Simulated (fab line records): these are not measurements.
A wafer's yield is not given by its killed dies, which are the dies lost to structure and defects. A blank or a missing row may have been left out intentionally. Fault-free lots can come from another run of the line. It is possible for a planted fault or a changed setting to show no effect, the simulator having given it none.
Which of the tools did it?	flow ritCmos	7 lots with 21 wafers sampled at 4 steps, on a route of 202 steps

== WHAT THE GAUGES SHOWED, per wafer ==
RIT_GATE_THK_MEAS_07.
lot	measured	on	GATE_OXIDE_THK (nm)
L349	day 2 17:55	filmMetro-04	3.02 2.98 3.08
L352	day 3 12:05	filmMetro-04	2.95 3.00 3.01
L356	day 4 06:24	filmMetro-04	3.05 2.99 2.96
L359	day 5 02:13	filmMetro-04	2.92 2.96 2.91
L362	day 5 14:41	filmMetro-01	3.07 3.11 3.05
L367	day 6 15:10	filmMetro-04	3.22 3.28 3.30
L371	day 7 10:40	filmMetro-04	3.00 3.07 3.10

== TOOL THAT RAN EACH LOT (tool first, then ch and the chambers of the sampled wafers, then the start) ==
lot	RIT_ACTIVE_ETCH_13	RIT_NWELL_STRIP_09	RIT_GATE_OXIDATION_05
L349	rieDiel-02 ch 0,1,3, day 1 20:48	plasmaAsher-01 ch 0,1, day 2 02:50	furnace-03 ch 0, day 2 14:50
L352	rieDiel-04 ch 0,2,3, day 2 12:41	plasmaAsher-02 ch 0,1, day 2 20:08	furnace-04 ch 0, day 3 09:00
L356	rieDiel-03 ch 0,1, day 3 07:35	plasmaAsher-02 ch 0,1, day 3 17:02	furnace-03 ch 0, day 4 05:03
L359	rieDiel-03 ch 0,1,3, day 3 21:53	plasmaAsher-02 ch 0,1, day 4 05:13	furnace-03 ch 0, day 4 17:59
L362	rieDiel-04 ch 0,3, day 4 13:24	plasmaAsher-01 ch 0,1, day 4 19:59	furnace-04 ch 0, day 5 11:11
L367	rieDiel-04 ch 1,3, day 5 13:50	plasmaAsher-01 ch 0,1, day 5 23:44	furnace-04 ch 0, day 6 13:39
L371	rieDiel-04 ch 0,3, day 6 10:58	plasmaAsher-01 ch 0,1, day 6 20:03	furnace-03 ch 0, day 7 08:01
- RIT_ACTIVE_ETCH_13: etches Si3N4 in SF6, stops on SiO2, time 210 s, target depth 210 nm.
- RIT_NWELL_STRIP_09: strips in O2, time 180 s.
- RIT_GATE_OXIDATION_05: target thk 3 nm, ox time 270 s.

== THE ANSWER, worked out from the rows above alone ==
Rule: what is usual is taken from the lots themselves. The widest of any qualifying gaps counts: lots, ordered by their means at a reading, are off when they make up no more than a third of the lots, leave a main group of 4 or more, and stand apart from it by 3 or more times the standard deviation of that group's means. A main group whose means are all the same, to the digits that the tables above print for the reading, isn't used. Also off: a lot with no number at a reading for which 4 or more lots have one. Where the step has rows for the other lots, those lots are counted as sound.
Off: L367, seen at RIT_GATE_THK_MEAS_07 (GATE_OXIDE_THK). Main group: mean 3.01 nm, sd 0.048.
If a tool, at a process step before that reading, ran all the lots that are off and no sound lot after the first of them, it fits. Those tools and the gauges at RIT_GATE_THK_MEAS_07 are tried in the same way. One candidate fits, namely furnace-04 at RIT_GATE_OXIDATION_05. A fault onset in the window from L362 (day 5 11:11, its last sound lot) to L367 (day 6 13:39, its first lot off) fits.

== WHAT THE SIMULATOR PUT IN ==
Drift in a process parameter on furnace-04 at RIT_GATE_OXIDATION_05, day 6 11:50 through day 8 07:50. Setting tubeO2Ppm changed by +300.
Shown lots that were struck: L367. This agrees with what the rule above found.
